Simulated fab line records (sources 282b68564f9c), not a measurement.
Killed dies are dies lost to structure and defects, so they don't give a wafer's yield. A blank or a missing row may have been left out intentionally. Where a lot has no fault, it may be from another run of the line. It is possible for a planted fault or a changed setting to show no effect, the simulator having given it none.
2 desks looking at one fault :: flow rit_cmos :: only its own numbers are on each desk; what lay behind them is given at the end

== FROM THE METROLOGY DESK ==
Lot by lot, what the gauges showed, no matter which tool ran the lot: averages of those sampled wafers that carry a number. A lot is out of limits, marked OUT, if its mean lies more than 4 standard deviations from the usual mean; the brackets give that distance.
Columns: A = M1_AL_RS at RIT_M1_RS_MEAS_01, usual 0.0734 ohm/sq; B = M1_AL_THK at RIT_M1_THK_MEAS_02, usual 400 nm; C = cd_nm at RIT_M1_CD_MEAS_09, usual 2600.1 nm; D = M1_OVL at RIT_M1_OVL_MEAS_10, usual -0.4 nm
lot: L589
first seen here: day 4 05:47
A: 0.0727
B: 401
C: 2600.4
D: -0.5

lot: L590
first seen here: day 4 12:52
A: 0.0738
B: 399
C: 2606.2
D: -0.0

lot: L598
first seen here: day 6 04:53
A: 0.0740
B: 399
C: 2595.5
D: -1.1

lot: L601
first seen here: day 6 17:55
A: 0.0740
B: 398
C: 2602.2
D: 0.1

lot: L605
first seen here: day 7 14:29
A: 0.0742
B: 395
C: 2600.1
D: -1.5

lot: L608
first seen here: day 8 03:59
A: 0.0730
B: 405
C: 2597.5
D: -0.3
Result from this desk: across the 6 lots, nothing is out of limits.

== DESK OF THE TOOL OWNER: rie_metal-01 ==
The tool's own readings at RIT_M1_METAL_ETCH_12 (etches Al in Cl2/BCl3, stops on SiO2, time 165 s, target depth 600 nm): means of the sampled wafers that have a number, for each lot that ran on this tool. A lot is out of limits, marked OUT, if its mean lies more than 4 standard deviations from the usual mean; the brackets give that distance.
Columns: A = drypump_motor_current_A at RIT_M1_METAL_ETCH_12, usual 5.7 A; B = he_backside_leak_sccm at RIT_M1_METAL_ETCH_12, usual 3.4 sccm; C = oes_product_au at RIT_M1_METAL_ETCH_12, usual 0.777 a.u.; D = run_length_s at RIT_M1_METAL_ETCH_12, usual 193.30 s; E = throttle_valve_pct at RIT_M1_METAL_ETCH_12, usual 8.28 %
lot: L589
first seen here: day 4 07:37
A: 5.3
B: 3.4
C: 0.784
D: 193.25
E: 8.29

lot: L598
first seen here: day 6 06:28
A: 5.3
B: 3.3
C: 0.825
D: 185.88 (-27) OUT
E: 8.31

lot: L601
first seen here: day 6 19:23
A: 5.3
B: 3.4
C: 0.819
D: 186.21 (-26) OUT
E: 8.30
This desk finds L598, L601 out of limits, L598 being first, at day 6 06:28 (run_length_s at RIT_M1_METAL_ETCH_12). Within limits: L589.

== TAKEN TOGETHER ==
The tool owner's desk had the chance to raise an alarm at day 6 06:28 on L598, L601.
Metrology desk: nothing out of limits seen.
The metrology desk has L598, L601 on record, within its limits.
Of the lots named, all ran RIT_M1_METAL_ETCH_12 on rie_metal-01.

== WHAT THE SIMULATOR HAD PUT IN ==
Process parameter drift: rie_metal-01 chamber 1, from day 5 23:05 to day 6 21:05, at RIT_M1_METAL_ETCH_12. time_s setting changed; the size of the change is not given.
Shown lots that were struck: L598, L601.
Time in hours from fault onset to the first out-of-limits reading at each desk: the tool owner's desk, 7.
